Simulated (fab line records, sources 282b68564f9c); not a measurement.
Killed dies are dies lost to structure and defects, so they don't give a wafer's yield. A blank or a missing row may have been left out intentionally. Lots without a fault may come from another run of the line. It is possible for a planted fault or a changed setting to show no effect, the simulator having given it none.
Struck lot and sound lot, side by side + flow rit_cmos + 21 out of 202 route steps
Sound: these wafers, L273.1, L273.3, L273.4. Wafers L284.3, L284.5, L284.6 were the ones struck. The cause is named last.
For every step that has rows: the tool of each side, followed by ch and its chambers, followed by its first start. Under that, the readings that differ: sound wafers + struck wafers + difference of the means + sigmas: that difference in standard deviations of wafers without a fault.
alike: a reading whose means differ by less than 2 such deviations, as well as words and numbers matching on both sides. not compared: withheld readings; readings where some wafer has no value; bounds like >300 that might hide an equal value; numbers whose values overlap and for which the record gives no deviation.
Wherever a step has rows on one side only, a row that says differs or no value, or a row with sigmas, the two part there. Numbers that don't overlap but have no deviation are shown without sigmas and don't part them. A reading that every wafer of one side lacks parts them only if that side has two wafers or more.

RIT_GATE_CD_MEAS_16: the cd target is 150 nm.
  sound on cd_sem-01 at day 3 18:36; struck on cd_sem-02 at day 6 01:47
  alike: cd_nm
RIT_GATE_OVL_MEAS_17:
  sound on overlay-01 at day 3 18:43; struck on overlay-01 at day 6 01:52
  alike: GATE_OVL
then, 1 step without rows for these wafers: RIT_GATE_HARDBAKE_18 (time 60 s).
RIT_GATE_ETCH_19: etches poly-Si in SF6/CHF3/O2, stops on SiO2, time 165 s, target depth 312.5 nm.
  sound on rie_si-01 ch 1,2,3, day 3 18:54; struck on rie_si-02 ch 0,1,2, day 6 02:02
  alike: O2_flow_sccm, drypump_motor_current_A, oes_product_au, throttle_valve_pct
  not compared: rf_hours_counter_h
RIT_GATE_STRIP_20: strips in O2, time 180 s.
  sound on plasma_asher-02 ch 0,1, day 3 19:01; struck on plasma_asher-04 ch 0,1, day 6 02:13
| reading                     | sound       | struck      | difference | sigmas |
|-----------------------------|-------------|-------------|------------|--------|
| drypump_motor_current_A (A) | 5.2 5.5 5.2 | 6.3 6.1 6.3 | +0.9       | +2     |
  not compared: rf_hours_counter_h
RIT_GATE_CD_MEAS_90: the cd target is 150 nm.
  sound on cd_sem-02 at day 3 19:11; struck on cd_sem-02 at day 6 02:22
  alike: cd_nm
then, 4 steps without rows for these wafers: RIT_REOX_CLEAN_00 (cleans in SC1, time 600 s); RIT_REOX_CLEAN_01 (cleans in dHF, time 30 s); RIT_REOX_CLEAN_02 (cleans in SC2, time 600 s); RIT_REOX_OXIDATION_03 (target thk 25.2 nm, ox time 5580 s).
RIT_REOX_THK_MEAS_04:
  sound on film_metro-01 at day 3 22:13; struck on film_metro-01 at day 6 06:02
  alike: REOX_OXIDE_THK
then, 1 step without rows for these wafers: RIT_NLDD_HMDS_00 (prime time 60 s).
RIT_NLDD_COAT_01: resist thk 1000 nm.
  sound on litho_track-01 ch 0, day 3 22:26; struck on litho_track-01 ch 0, day 6 06:19
| reading                                   | sound                | struck               | difference | sigmas |
|-------------------------------------------|----------------------|----------------------|------------|--------|
| spin_speed_rpm (rpm)                      | 3251.2 3253.6 3250.0 | 3299.3 3301.1 3299.3 | +48.3      | +27    |
| model.NOVOLAK_of_NLDD_COAT_01.thk_nm (nm) | 1003 1003 1001       | 992.2 990.8 991.1    | -11.0      |        |
  alike: resist_line_temp_C
then, 4 steps without rows for these wafers: RIT_NLDD_SOFTBAKE_02 (time 60 s); RIT_NLDD_EXPOSE_03 (exposes mask M7, target cd 40700 nm); RIT_NLDD_PEB_04; RIT_NLDD_DEVELOP_05 (develop time 50 s).
RIT_NLDD_OVL_MEAS_06:
  sound on overlay-02 at day 3 23:08; struck on overlay-01 at day 6 06:59
  alike: NLDD_OVL
RIT_NLDD_HARDBAKE_07: time 60 s.
  sound on litho_track-04 ch 0, day 3 23:10; struck on litho_track-01 ch 0, day 6 07:04
| reading                                   | sound           | struck          | difference | sigmas |
|-------------------------------------------|-----------------|-----------------|------------|--------|
| model.NOVOLAK_of_NLDD_COAT_01.thk_nm (nm) | 886.4 886.7 885 | 876.9 875.8 876 | -9.8       |        |
  alike: resist_line_temp_C
next, for these wafers, 1 step has no rows: RIT_NLDD_IMPLANT_08.
RIT_M1_PROBE_99:
  sound on prober-02 at day 4 16:13; struck on prober-02 at day 6 22:25
  alike: killed_at_contacts, killed_at_front_end, killed_dies, killed_open, killed_short

WHERE THEY PART
At RIT_GATE_STRIP_20 first; at RIT_NLDD_COAT_01 last (within this record only). Later steps at which nothing parts them and some readings are alike: RIT_NLDD_OVL_MEAS_06, RIT_NLDD_HARDBAKE_07, RIT_M1_PROBE_99.

WHY: what the simulator had put in
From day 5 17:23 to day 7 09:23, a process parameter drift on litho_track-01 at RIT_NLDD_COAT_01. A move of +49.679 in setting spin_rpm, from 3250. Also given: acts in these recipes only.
